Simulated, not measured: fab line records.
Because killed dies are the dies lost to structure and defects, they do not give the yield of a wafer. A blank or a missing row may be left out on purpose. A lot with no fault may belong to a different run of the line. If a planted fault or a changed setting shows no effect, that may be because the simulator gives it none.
Split-lot study :: flow berkeley-cmos170 :: on a route of 331 steps: 5 lots, 23 wafers read

ON THE SPLIT
At UCB170_PWELL_COAT_08 (resist thk 900 nm), the setting spin-rpm was moved away from the recipe's 1500 rpm on 4 of the 23 wafers read, by -2.5% to +3.5%. All remaining wafers had this setting at the recipe value.

The split's own step is where the reading is taken.

THE READING
KrF_of_PWELL_COAT_08.thk-nm (the simulator's own value, which no gauge read), in nm, at UCB170_PWELL_COAT_08 (resist thk 900 nm). The file does not state a usual value for it. The 19 wafers here that ran the recipe average 902.8 nm, standard deviation 2.2 nm.

wafer: L075.1
tool, chamber at the split: litho-track-03, 0
spin-rpm as run, rpm: 1462
against the recipe: -2.5%
KrF_of_PWELL_COAT_08.thk-nm, nm: 913.6
against lot-mates on the recipe: +12.6

wafer: L075.3
tool, chamber at the split: litho-track-03, 0
spin-rpm as run, rpm: 1500
against the recipe: recipe
KrF_of_PWELL_COAT_08.thk-nm, nm: 901.3
against lot-mates on the recipe: -

wafer: L075.4
tool, chamber at the split: litho-track-03, 0
spin-rpm as run, rpm: 1500
against the recipe: recipe
KrF_of_PWELL_COAT_08.thk-nm, nm: 900.5
against lot-mates on the recipe: -

wafer: L075.5
tool, chamber at the split: litho-track-03, 0
spin-rpm as run, rpm: 1500
against the recipe: recipe
KrF_of_PWELL_COAT_08.thk-nm, nm: 901.2
against lot-mates on the recipe: -

wafer: L075.6
tool, chamber at the split: litho-track-03, 0
spin-rpm as run, rpm: 1462
against the recipe: -2.5%
KrF_of_PWELL_COAT_08.thk-nm, nm: 914.5
against lot-mates on the recipe: +13.5

wafer: L078.2
tool, chamber at the split: litho-track-03, 0
spin-rpm as run, rpm: 1500
against the recipe: recipe
KrF_of_PWELL_COAT_08.thk-nm, nm: 898.7
against lot-mates on the recipe: -

wafer: L078.3
tool, chamber at the split: litho-track-03, 0
spin-rpm as run, rpm: 1500
against the recipe: recipe
KrF_of_PWELL_COAT_08.thk-nm, nm: 905
against lot-mates on the recipe: -

wafer: L078.4
tool, chamber at the split: litho-track-03, 0
spin-rpm as run, rpm: 1500
against the recipe: recipe
KrF_of_PWELL_COAT_08.thk-nm, nm: 901.5
against lot-mates on the recipe: -

wafer: L078.5
tool, chamber at the split: litho-track-03, 0
spin-rpm as run, rpm: 1500
against the recipe: recipe
KrF_of_PWELL_COAT_08.thk-nm, nm: 901.2
against lot-mates on the recipe: -

wafer: L078.6
tool, chamber at the split: litho-track-03, 0
spin-rpm as run, rpm: 1500
against the recipe: recipe
KrF_of_PWELL_COAT_08.thk-nm, nm: 901.9
against lot-mates on the recipe: -

wafer: L079.1
tool, chamber at the split: litho-track-04, 0
spin-rpm as run, rpm: 1552
against the recipe: +3.5%
KrF_of_PWELL_COAT_08.thk-nm, nm: 884
against lot-mates on the recipe: -17.5

wafer: L079.2
tool, chamber at the split: litho-track-04, 0
spin-rpm as run, rpm: 1500
against the recipe: recipe
KrF_of_PWELL_COAT_08.thk-nm, nm: 903.1
against lot-mates on the recipe: -

wafer: L079.3
tool, chamber at the split: litho-track-04, 0
spin-rpm as run, rpm: 1552
against the recipe: +3.5%
KrF_of_PWELL_COAT_08.thk-nm, nm: 884.1
against lot-mates on the recipe: -17.4

wafer: L079.4
tool, chamber at the split: litho-track-04, 0
spin-rpm as run, rpm: 1500
against the recipe: recipe
KrF_of_PWELL_COAT_08.thk-nm, nm: 900.8
against lot-mates on the recipe: -

wafer: L079.6
tool, chamber at the split: litho-track-04, 0
spin-rpm as run, rpm: 1500
against the recipe: recipe
KrF_of_PWELL_COAT_08.thk-nm, nm: 900.6
against lot-mates on the recipe: -

wafer: L081.1
tool, chamber at the split: litho-track-02, 0
spin-rpm as run, rpm: 1500
against the recipe: recipe
KrF_of_PWELL_COAT_08.thk-nm, nm: 904
against lot-mates on the recipe: -

wafer: L081.3
tool, chamber at the split: litho-track-02, 0
spin-rpm as run, rpm: 1500
against the recipe: recipe
KrF_of_PWELL_COAT_08.thk-nm, nm: 906.7
against lot-mates on the recipe: -

wafer: L081.4
tool, chamber at the split: litho-track-02, 0
spin-rpm as run, rpm: 1500
against the recipe: recipe
KrF_of_PWELL_COAT_08.thk-nm, nm: 904.1
against lot-mates on the recipe: -

wafer: L081.5
tool, chamber at the split: litho-track-02, 0
spin-rpm as run, rpm: 1500
against the recipe: recipe
KrF_of_PWELL_COAT_08.thk-nm, nm: 903.8
against lot-mates on the recipe: -

wafer: L081.6
tool, chamber at the split: litho-track-02, 0
spin-rpm as run, rpm: 1500
against the recipe: recipe
KrF_of_PWELL_COAT_08.thk-nm, nm: 903
against lot-mates on the recipe: -

wafer: L084.1
tool, chamber at the split: litho-track-02, 0
spin-rpm as run, rpm: 1500
against the recipe: recipe
KrF_of_PWELL_COAT_08.thk-nm, nm: 904.6
against lot-mates on the recipe: -

wafer: L084.2
tool, chamber at the split: litho-track-02, 0
spin-rpm as run, rpm: 1500
against the recipe: recipe
KrF_of_PWELL_COAT_08.thk-nm, nm: 906.6
against lot-mates on the recipe: -

wafer: L084.5
tool, chamber at the split: litho-track-02, 0
spin-rpm as run, rpm: 1500
against the recipe: recipe
KrF_of_PWELL_COAT_08.thk-nm, nm: 905.2
against lot-mates on the recipe: -

FIT RESULTS
A straight line over all 23 wafers: KrF_of_PWELL_COAT_08.thk-nm changes by -5.06 nm for each +1% of spin-rpm; r = -0.95; the points scatter about the line by 2.1 nm.
The same after taking each lot's own level away (the mean of its wafers on the recipe; 23 wafers): -5.08 nm for each +1%; r = -0.98; scatter 1.3 nm.
That fit puts the effect of the largest move of spin-rpm on the reading at 18 nm.
Measured against the standard deviation above, the lots' own levels, which go from 901.00 to 905.47 nm, span 2.1 times it.
Consequently the slope shifts little with the lot-to-lot level, the two slopes agreeing.
Check: for one of the wafers moved furthest among these (+3.5%), held out of the fit, the line's prediction against its lot-mates is -17.6 nm. Against them it came out at -17.5 nm.

THESE WAFERS: OTHER SPLITS
Before the reading, these wafers also passed through other splits. Each is held against what the fit with the lots' levels taken away leaves over:
other split on the same wafers: UCB170_PWELL_CVD_05 pressure-mtorr
wafers away from the commonest value: 15
r with KrF_of_PWELL_COAT_08.thk-nm (lot level and that fit taken away): +0.02

FILE'S OWN FIT
KrF_of_PWELL_COAT_08.thk-nm changes by -5.06 nm for each +1% of spin-rpm, r = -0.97.
